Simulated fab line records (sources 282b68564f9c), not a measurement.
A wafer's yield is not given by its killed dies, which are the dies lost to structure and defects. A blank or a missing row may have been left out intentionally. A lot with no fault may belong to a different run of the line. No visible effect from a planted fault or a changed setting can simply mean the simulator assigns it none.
Lot-split experiment + flow rit cmos + 23 wafers read from 5 lots, route of 202 steps

SPLIT DETAILS
At RIT_PWELL_IMPLANT_08, the setting energy kev was moved away from the recipe's 170 on 8 of the 23 wafers read, by -4.8% to +5.5%. For the rest of the wafers, this setting stayed at what the recipe calls for.

The reading is taken at the split's own step.

THE READING
The simulator's own value implant.drp nm, read by no gauge, in nm at RIT_PWELL_IMPLANT_08. There is no usual value for it anywhere in the file.

| wafer  | tool, chamber at the split | energy kev as run | against the recipe | implant.drp nm, nm | against lot-mates on the recipe |
|--------|----------------------------|-------------------|--------------------|--------------------|---------------------------------|
| L075.1 | implanter-02, 0            | 170               | recipe             | 102.9              | -                               |
| L075.2 | implanter-02, 0            | 170               | recipe             | 102.9              | -                               |
| L075.5 | implanter-02, 0            | 170               | recipe             | 102.9              | -                               |
| L077.2 | implanter-01, 0            | 179.3             | +5.5%              | 104.4              | +1.5                            |
| L077.6 | implanter-01, 0            | 179.3             | +5.5%              | 104.4              | +1.5                            |
| L077.3 | implanter-01, 0            | 170               | recipe             | 102.9              | -                               |
| L077.4 | implanter-01, 0            | 170               | recipe             | 102.9              | -                               |
| L077.5 | implanter-01, 0            | 170               | recipe             | 102.9              | -                               |
| L076.1 | implanter-03, 0            | 170               | recipe             | 102.9              | -                               |
| L076.2 | implanter-03, 0            | 170               | recipe             | 102.9              | -                               |
| L076.4 | implanter-03, 0            | 170               | recipe             | 102.9              | -                               |
| L076.3 | implanter-03, 0            | 173.7             | +2.2%              | 103.5              | +0.6                            |
| L076.5 | implanter-03, 0            | 173.7             | +2.2%              | 103.5              | +0.6                            |
| L078.1 | implanter-01, 0            | 177.8             | +4.6%              | 104.1              | +1.2                            |
| L078.3 | implanter-01, 0            | 177.8             | +4.6%              | 104.1              | +1.2                            |
| L078.2 | implanter-01, 0            | 170               | recipe             | 102.9              | -                               |
| L078.5 | implanter-01, 0            | 170               | recipe             | 102.9              | -                               |
| L078.6 | implanter-01, 0            | 170               | recipe             | 102.9              | -                               |
| L085.2 | implanter-03, 0            | 161.9             | -4.8%              | 101.1              | -1.8                            |
| L085.3 | implanter-03, 0            | 161.9             | -4.8%              | 101.1              | -1.8                            |
| L085.4 | implanter-03, 0            | 170               | recipe             | 102.9              | -                               |
| L085.5 | implanter-03, 0            | 170               | recipe             | 102.9              | -                               |
| L085.6 | implanter-03, 0            | 170               | recipe             | 102.9              | -                               |

FIT RESULTS
A straight line over all 23 wafers: implant.drp nm changes by +0.307 nm for each +1% of energy kev; r = +0.99; the points scatter about the line by 0.12 nm.
The same after taking each lot's own level away (the mean of its wafers on the recipe; 23 wafers): +0.307 nm for each +1%; r = +0.99; scatter 0.12 nm.
Per that fit: largest energy kev move, reading shift of 1.7 nm.
The lots' own levels span 102.90 to 102.90 nm.
The two slopes are in agreement: the lot-to-lot level therefore moves the slope only a little.
Check: +1.64 nm against its lot-mates is what the line predicts for one of the wafers moved furthest among these (+5.5%) when that wafer is left out of the fit. It came out at +1.5 nm against them.

THE WHOLE CHAIN: every reading that the file lists as answering this split, in the file's order
| step                 | what it does | reading                                                         | change (the file's fit)               | r (the file's) |
|----------------------|--------------|-----------------------------------------------------------------|---------------------------------------|----------------|
| RIT_PWELL_IMPLANT_08 |              | implant.rp nm (the simulator's own value, which no gauge read)  | +3.66 nm for each +1% of the setting  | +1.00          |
| RIT_PWELL_IMPLANT_08 |              | implant.drp nm (the simulator's own value, which no gauge read) | +0.301 nm for each +1% of the setting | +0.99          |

THE FILE'S OWN FIT
implant.drp nm changes by +0.301 nm for each +1% of energy kev, r = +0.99.
